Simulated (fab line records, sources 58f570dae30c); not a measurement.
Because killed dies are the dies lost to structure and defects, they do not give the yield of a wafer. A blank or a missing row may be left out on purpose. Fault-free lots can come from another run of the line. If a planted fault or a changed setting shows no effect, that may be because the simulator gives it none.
Which tool is to blame? ; flow berkeley_cmos170 ; Sampling: 14 lots, 42 wafers, 6 of 331 route steps

## WHAT THE GAUGES READ, wafer by wafer
UCB170_GATE_CD_MEAS_90: the cd target is 350 nm. Usual: cd_nm 349.6 nm, standard deviation 1.6.
lot;measured;on;cd_nm (nm);flag
L508;day 7 02:41;cd_sem-02;348.6 349.4 349.2;
L510;day 7 17:55;cd_sem-01;350.7 351.2 350.5;
L514;day 8 05:49;cd_sem-02;349.1 347.1 348.1;
L513;day 8 05:35;cd_sem-01;349.3 348.0 347.8;
L515;day 9 05:56;cd_sem-01;351.5 348.5 348.8;
L516;day 9 05:29;cd_sem-02;351.3 349.3 351.8;
L517;day 9 05:43;cd_sem-01;350.7 349.1 351.3;
L520;day 9 14:28;cd_sem-01;351.6 349.7 351.0;
L522;day 10 05:46;cd_sem-01;349.0 348.8 349.1;
L525;day 10 21:41;cd_sem-01;349.2 348.2 349.6;
L524;day 10 21:54;cd_sem-02;350.0 350.3 350.1;
L526;day 10 21:46;cd_sem-01;349.3 349.3 349.0;
L527;day 11 13:18;cd_sem-02;350.3 351.3 350.3;
L531;day 12 08:05;cd_sem-01;347.6 350.1 347.8;

UCB170_PLDD_TW_MEAS_11. Usual: PLDD_TW gives 1018 (standard deviation 7.4).
lot;measured;on;PLDD_TW;flag
L508;day 7 04:32;film_metro-02;1019 1019 1019;
L510;day 7 20:40;film_metro-03;1012 1013 1012;
L514;day 8 07:57;film_metro-03;1016 1021 1016;
L513;day 8 07:40;film_metro-02;1027 1024 1028;
L515;day 9 08:04;film_metro-03;971 974 975;OFF
L516;day 9 07:31;film_metro-02;984 988 988;OFF
L517;day 9 08:04;film_metro-01;1009 1010 1008;
L520;day 9 16:16;film_metro-01;1006 1011 1011;
L522;day 10 07:43;film_metro-03;1011 1014 1010;
L525;day 10 23:53;film_metro-03;1015 1012 1012;
L524;day 11 00:10;film_metro-03;1010 1017 1009;
L526;day 10 23:53;film_metro-02;1033 1032 1025;
L527;day 11 15:44;film_metro-01;1018 1022 1022;
L531;day 12 10:07;film_metro-01;1015 1011 1019;

UCB170_NLDD_CD_MEAS_06: the cd target is 1200 nm. Usual: cd_nm 1200.2 nm, standard deviation 2.
lot;measured;on;cd_nm (nm);flag
L508;day 7 05:43;cd_sem-02;1196.3 1197.6 1197.0;
L510;day 7 21:45;cd_sem-01;1204.5 1204.9 1204.6;
L514;day 8 10:32;cd_sem-01;1200.2 1199.1 1201.1;
L513;day 8 10:16;cd_sem-01;1197.1 1196.1 1197.8;
L515;day 9 09:19;cd_sem-02;1201.1 1200.4 1200.2;
L516;day 9 09:02;cd_sem-01;1201.5 1202.3 1202.2;
L517;day 9 09:35;cd_sem-01;1200.6 1199.1 1201.3;
L520;day 9 17:37;cd_sem-02;1200.8 1200.9 1201.7;
L522;day 10 09:16;cd_sem-01;1198.9 1201.6 1199.6;
L525;day 11 01:19;cd_sem-01;1199.4 1198.6 1200.2;
L524;day 11 01:56;cd_sem-02;1203.8 1201.7 1203.5;
L526;day 11 01:43;cd_sem-02;1202.6 1201.0 1200.8;
L527;day 11 16:58;cd_sem-01;1199.2 1197.8 1197.1;
L531;day 12 11:54;cd_sem-02;1198.0 1198.7 1198.5;

UCB170_SDANNEAL_RS_MEAS_04: measurement is done with a four-point probe. Usual: PLDD_RS gives 1031.7 ohm/sq (standard deviation 2.9).
lot;measured;on;PLDD_RS (ohm/sq);flag
L508;day 7 21:44;film_metro-03;1032.7 1034.4 1030.2;
L510;day 8 10:50;film_metro-01;1031.7 1034.2 1031.8;
L514;day 8 21:08;film_metro-02;1028.5 1027.0 1029.6;
L513;day 8 20:25;film_metro-02;1030.5 1026.4 1025.9;
L515;day 9 20:23;film_metro-02;1134.6 1135.4 1134.6;OFF
L516;day 9 20:01;film_metro-03;1133.3 1130.4 1132.3;OFF
L517;day 9 20:16;film_metro-01;1031.5 1033.1 1036.5;
L520;day 10 05:06;film_metro-02;1033.5 1033.3 1031.9;
L522;day 10 21:35;film_metro-03;1037.0 1032.8 1036.3;
L525;day 11 15:19;film_metro-02;1034.7 1031.1 1032.9;
L524;day 11 15:44;film_metro-03;1033.2 1036.5 1035.5;
L526;day 11 16:19;film_metro-03;1032.6 1035.1 1031.3;
L527;day 12 05:35;film_metro-01;1028.6 1027.5 1025.4;
L531;day 13 00:25;film_metro-02;1033.1 1034.0 1029.3;

## EACH LOT AND THE TOOL THAT RAN IT (in order: tool; ch and the chambers of the sampled wafers; start)
lot;UCB170_NVT_STRIP_08;UCB170_PLDD_IMPLANT_09
L508;plasma_asher-04 ch 0,1, day 6 10:19;implanter-01 ch 0, day 7 04:19
L510;plasma_asher-04 ch 0,1, day 6 21:25;implanter-04 ch 0, day 7 20:25
L514;plasma_asher-02 ch 0,1, day 7 12:34;implanter-01 ch 0, day 8 07:42
L513;plasma_asher-01 ch 0,1, day 7 14:02;implanter-02 ch 0, day 8 07:25
L515;plasma_asher-01 ch 0,1, day 8 10:12;implanter-01 ch 0, day 9 07:49
L516;plasma_asher-04 ch 0,1, day 8 10:16;implanter-01 ch 0, day 9 07:16
L517;plasma_asher-01 ch 0,1, day 8 10:29;implanter-02 ch 0, day 9 07:49
L520;plasma_asher-01 ch 0,1, day 8 20:55;implanter-04 ch 0, day 9 16:04
L522;plasma_asher-01 ch 0,1, day 9 10:05;implanter-04 ch 0, day 10 07:28
L525;plasma_asher-04 ch 0,1, day 10 03:04;implanter-04 ch 0, day 10 23:40
L524;plasma_asher-04 ch 0,1, day 10 03:15;implanter-04 ch 0, day 10 23:56
L526;plasma_asher-02 ch 0,1, day 10 03:17;implanter-02 ch 0, day 10 23:37
L527;plasma_asher-01 ch 0,1, day 10 18:39;implanter-04 ch 0, day 11 15:29
L531;plasma_asher-01 ch 0,1, day 11 13:37;implanter-02 ch 0, day 12 09:55
- UCB170_NVT_STRIP_08: strips in O2.
- UCB170_PLDD_IMPLANT_09

## WHAT THE TOOLS THEMSELVES READ (means of the sampled wafers that have a number; where no wafer has one, the mark that the record gives instead)
UCB170_NVT_STRIP_08. Usual: drypump_motor_current_A 5.6 A, standard deviation 0.3; oes_product_au 0.735 a.u., standard deviation 0.0048; strip_time_to_endpoint_s 21.64 s, standard deviation 0.071.
lot;tool;drypump_motor_current_A (A);oes_product_au (a.u.);strip_time_to_endpoint_s (s);flag
L508;plasma_asher-04;5.7;0.735;21.53;
L510;plasma_asher-04;5.4;0.733;21.61;
L514;plasma_asher-02;5.3;0.736;21.65;
L513;plasma_asher-01;5.9;0.737;21.48;
L515;plasma_asher-01;5.9;0.740;21.77;
L516;plasma_asher-04;5.6;0.733;21.65;
L517;plasma_asher-01;5.9;0.737;21.57;
L520;plasma_asher-01;5.9;0.730;21.56;
L522;plasma_asher-01;5.9;0.731;21.63;
L525;plasma_asher-04;5.7;0.740;21.62;
L524;plasma_asher-04;5.4;0.730;21.64;
L526;plasma_asher-02;5.3;0.733;21.72;
L527;plasma_asher-01;5.9;0.733;21.61;
L531;plasma_asher-01;5.9;0.739;21.62;

UCB170_PLDD_IMPLANT_09. Usual: dose_ions_cm2 5e+13, standard deviation 5.7e+10; faraday_current_uA 159, standard deviation 3.3.
lot;tool;dose_ions_cm2;faraday_current_uA;flag
L508;implanter-01;5e+13;158;
L510;implanter-04;5e+13;159;
L514;implanter-01;5e+13;160;
L513;implanter-02;5e+13;162;
L515;implanter-01;4e+13;124;OFF
L516;implanter-01;4e+13;122;OFF
L517;implanter-02;5e+13;161;
L520;implanter-04;5e+13;156;
L522;implanter-04;5e+13;159;
L525;implanter-04;5e+13;158;
L524;implanter-04;5e+13;158;
L526;implanter-02;5e+13;158;
L527;implanter-04;5e+13;160;
L531;implanter-02;5e+13;160;

## THE ANSWER, worked out from the rows above alone
Rule: a lot counts as off when the mean over its wafers that have a number is more than 3 standard deviations away from the usual mean. Also off: a lot with no number at a reading for which 4 or more lots have one. Any other lot the step has rows for is counted as sound. The gauges are gone through in route order, then the tools' own readings, and for those a lot's mean is taken as printed above. At the first step where some lot is off, the reading lying furthest off is the one used; lots without a number count as furthest.
Off: L515, L516, at UCB170_PLDD_TW_MEAS_11 (PLDD_TW).
If a tool, at a process step before that reading, ran all the lots that are off and no sound lot after the first of them, it fits. Not tried: the gauges at UCB170_PLDD_TW_MEAS_11; whatever is off there is also off at UCB170_PLDD_IMPLANT_09, on other tools, and gauge error can't account for it. One fits: implanter-01 at UCB170_PLDD_IMPLANT_09. Its last sound lot is L514 (day 8 07:42), its first lot that is off L516 (day 9 07:16): a fault that began between those two fits.
The tool's own readings at UCB170_PLDD_IMPLANT_09 bear it out: on the lots that are off they differ by more than 5 times the standard deviation of the sound lots' means. dose_ions_cm2 reads 4e+13 there against 5e+13 on the sound lots; faraday_current_uA reads 123 there against 159 on the sound lots.

## WHAT HAD BEEN PUT IN BY THE SIMULATOR
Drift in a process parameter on implanter-01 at UCB170_PLDD_IMPLANT_09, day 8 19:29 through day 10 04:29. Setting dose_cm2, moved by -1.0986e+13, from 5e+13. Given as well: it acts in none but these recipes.
Shown lots that were struck: L516, L515. Same finding as the rule above.
